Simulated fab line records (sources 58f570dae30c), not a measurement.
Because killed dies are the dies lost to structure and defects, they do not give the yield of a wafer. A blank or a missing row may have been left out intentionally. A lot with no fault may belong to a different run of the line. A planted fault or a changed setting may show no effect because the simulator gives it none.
One fault seen from 2 desks | flow berkeley cmos170 | each desk has only its own numbers; what lay behind them comes last

THE TOOL OWNER'S DESK: rie metal-01
The tool's own readings at UCB170_M2_METAL_ETCH_18 (etches Al in Cl2/BCl3, stops on SiO2, target depth 1170 nm, time 195 s): means of the sampled wafers that have a number, for each lot that ran on this tool. Any lot whose mean is over 4 standard deviations away from the usual mean is out of limits and marked OUT; that distance is given in the brackets.
Columns: A = bcl3 flow sccm at UCB170_M2_METAL_ETCH_18, usual 45.01 sccm; B = drypump motor current A at UCB170_M2_METAL_ETCH_18, usual 5.6 A; C = oes product au at UCB170_M2_METAL_ETCH_18, usual 0.851 a.u.; D = throttle valve pct at UCB170_M2_METAL_ETCH_18, usual 24.70 %
lot  | first seen here | A     | B   | C     | D
L595 | day 8 08:01     | 44.90 | 5.0 | 0.844 | 24.67
L598 | day 8 16:13     | 45.13 | 5.0 | 0.846 | 24.66
L604 | day 9 10:28     | 44.95 | 5.0 | 0.840 | 24.62
L601 | day 9 11:18     | 45.02 | 5.0 | 0.840 | 24.56
L607 | day 9 20:41     | 44.98 | 5.0 | 0.847 | 24.61
This desk found nothing out of limits on any of the 5 lots.

METROLOGY DESK
Lot by lot, what the gauges showed, no matter which tool ran the lot: averages of those sampled wafers that carry a number. Any lot whose mean is over 4 standard deviations away from the usual mean is out of limits and marked OUT; that distance is given in the brackets.
Columns: A = cd nm at UCB170_V1_CD_MEAS_90, usual 699.9 nm
lot  | first seen here | A
L595 | day 8 04:50     | 698.9
L598 | day 8 13:49     | 697.3
L604 | day 9 06:42     | 701.7
L601 | day 9 06:53     | 699.8
L607 | day 9 18:22     | 698.5
L606 | day 9 18:31     | 697.0
L605 | day 9 18:48     | 703.6
L609 | day 10 19:17    | 701.8
L610 | day 10 20:19    | 702.8
L611 | day 10 21:22    | 700.7
L612 | day 10 21:30    | 699.7
L616 | day 11 16:23    | 700.9
L613 | day 11 16:32    | 699.6
L618 | day 12 06:40    | 699.7
This desk found nothing out of limits on any of the 14 lots.

BROUGHT TOGETHER
The desk of the tool owner found nothing out of limits.
Nothing out of limits was seen by the metrology desk.

WHAT WAS PUT IN BY THE SIMULATOR
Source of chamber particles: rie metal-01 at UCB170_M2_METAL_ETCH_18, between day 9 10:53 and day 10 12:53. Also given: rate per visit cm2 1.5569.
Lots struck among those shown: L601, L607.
